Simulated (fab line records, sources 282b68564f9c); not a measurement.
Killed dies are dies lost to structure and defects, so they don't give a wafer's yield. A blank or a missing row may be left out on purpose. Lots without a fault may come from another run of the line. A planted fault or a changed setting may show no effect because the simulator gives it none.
Which tool did it? | flow rit_cmos | 14 lots, 42 wafers sampled, at 2 steps of a route of 202

WHAT THE GAUGES READ, wafer by wafer
The record holds no reading of a measuring or inspecting step that can be judged against a usual standard deviation.

WHICH TOOL RAN EACH LOT (tool, then ch and the chambers of the sampled wafers, then the start)
lot  | RIT_FOX2_OXIDATION_00        | RIT_M1_PROBE_99
L647 | furnace-01 ch 0, day 1 18:38 | -
L648 | furnace-01 ch 0, day 2 03:27 | -
L649 | furnace-03 ch 0, day 2 04:02 | -
L651 | furnace-03 ch 0, day 2 17:39 | -
L652 | furnace-04 ch 0, day 3 01:04 | -
L656 | furnace-04 ch 0, day 3 15:40 | -
L659 | furnace-01 ch 0, day 4 08:25 | prober-02, day 6 02:19
L660 | furnace-04 ch 0, day 4 11:19 | -
L661 | furnace-04 ch 0, day 4 16:31 | -
L662 | furnace-01 ch 0, day 4 22:42 | -
L664 | furnace-01 ch 0, day 5 06:39 | -
L666 | furnace-01 ch 0, day 5 17:50 | -
L668 | furnace-01 ch 0, day 6 04:20 | -
L669 | furnace-03 ch 0, day 6 09:11 | -
- RIT_FOX2_OXIDATION_00: target thk 350.7 nm, ox time 1130 s.
- RIT_M1_PROBE_99

WHAT THE TOOLS THEMSELVES READ (means of the sampled wafers that have a number; where no wafer has one, the mark that the record gives instead)
RIT_FOX2_OXIDATION_00. Usual: spike_tc_centre_C 1102.5 C, standard deviation 0.93; spike_tc_load_C 1124.6 C, standard deviation 2.2; spike_tc_source_C 1124 C, standard deviation 4.1.
lot  | tool       | spike_tc_centre_C (C) | spike_tc_load_C (C) | spike_tc_source_C (C) | flag
L647 | furnace-01 | 1102.3                | 1122.6              | 1123                  |
L648 | furnace-01 | 1101.9                | 1121.3              | 1123                  |
L649 | furnace-03 | 1102.7                | 1126.4              | 1131                  |
L651 | furnace-03 | 1103.1                | 1126.9              | 1132                  |
L652 | furnace-04 | 1103.7                | 1126.1              | 1121                  |
L656 | furnace-04 | 1102.9                | 1126.0              | 1120                  |
L659 | furnace-01 | 1102.0                | 1121.8              | 1123                  |
L660 | furnace-04 | 1112.7                | 1136.4              | 1131                  | OFF
L661 | furnace-04 | 1113.0                | 1136.6              | 1130                  | OFF
L662 | furnace-01 | 1103.0                | 1121.3              | 1123                  |
L664 | furnace-01 | 1102.6                | 1122.6              | 1123                  |
L666 | furnace-01 | 1101.5                | 1122.8              | 1124                  |
L668 | furnace-01 | 1103.1                | 1122.0              | 1123                  |
L669 | furnace-03 | 1101.6                | 1126.7              | 1132                  |

RIT_M1_PROBE_99. Usual: killed_at_M0_to_M3 0.0, standard deviation 0.083; killed_at_contacts 0.1, standard deviation 0.31; killed_at_front_end 6.3, standard deviation 2.7; killed_dies 6.4, standard deviation 2.7; killed_open 3.3, standard deviation 2; killed_short 3, standard deviation 1.8.
lot  | tool      | killed_at_M0_to_M3 | killed_at_contacts | killed_at_front_end | killed_dies | killed_open | killed_short | flag
L659 | prober-02 | 0.0                | 0.0                | 6.7                 | 6.7         | 5.0         | 2            |

THE ANSWER, worked out from the rows above alone
Rule: a lot is off if the mean of its wafers that have a number lies more than 3 standard deviations from the usual mean. A lot without any number at a reading at which 4 lots or more have one is off too. The other lots that the step has rows for count as sound. The gauges are gone through in route order, then the tools' own readings, and for those a lot's mean is taken as printed above. The first step at which some lot is off is used, and at that step the reading that is off furthest; a lot without a number counts as furthest.
Off: L660, L661, at RIT_FOX2_OXIDATION_00 (spike_tc_centre_C).
A tool fits if, at that step or a process step before it, it ran every lot that is off, and no sound lot after the first of them. One fits: furnace-04 at RIT_FOX2_OXIDATION_00. Its last sound lot is L656 (day 3 15:40), its first lot that is off L660 (day 4 11:19): a fault that began between those two fits.
The tool's own readings at RIT_FOX2_OXIDATION_00 bear it out: on the lots that are off they differ by more than 5 times the standard deviation of the sound lots' means. spike_tc_centre_C reads 1112.8 C there against 1102.5 C on the sound lots; spike_tc_load_C reads 1136.5 C there against 1123.9 C on the sound lots.

WHAT THE SIMULATOR HAD PUT IN
Process parameter drift: furnace-04, from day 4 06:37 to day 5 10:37, at RIT_FOX2_OXIDATION_00. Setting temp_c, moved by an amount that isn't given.
Lots struck among those shown: L660, L661. The rule above found the same.
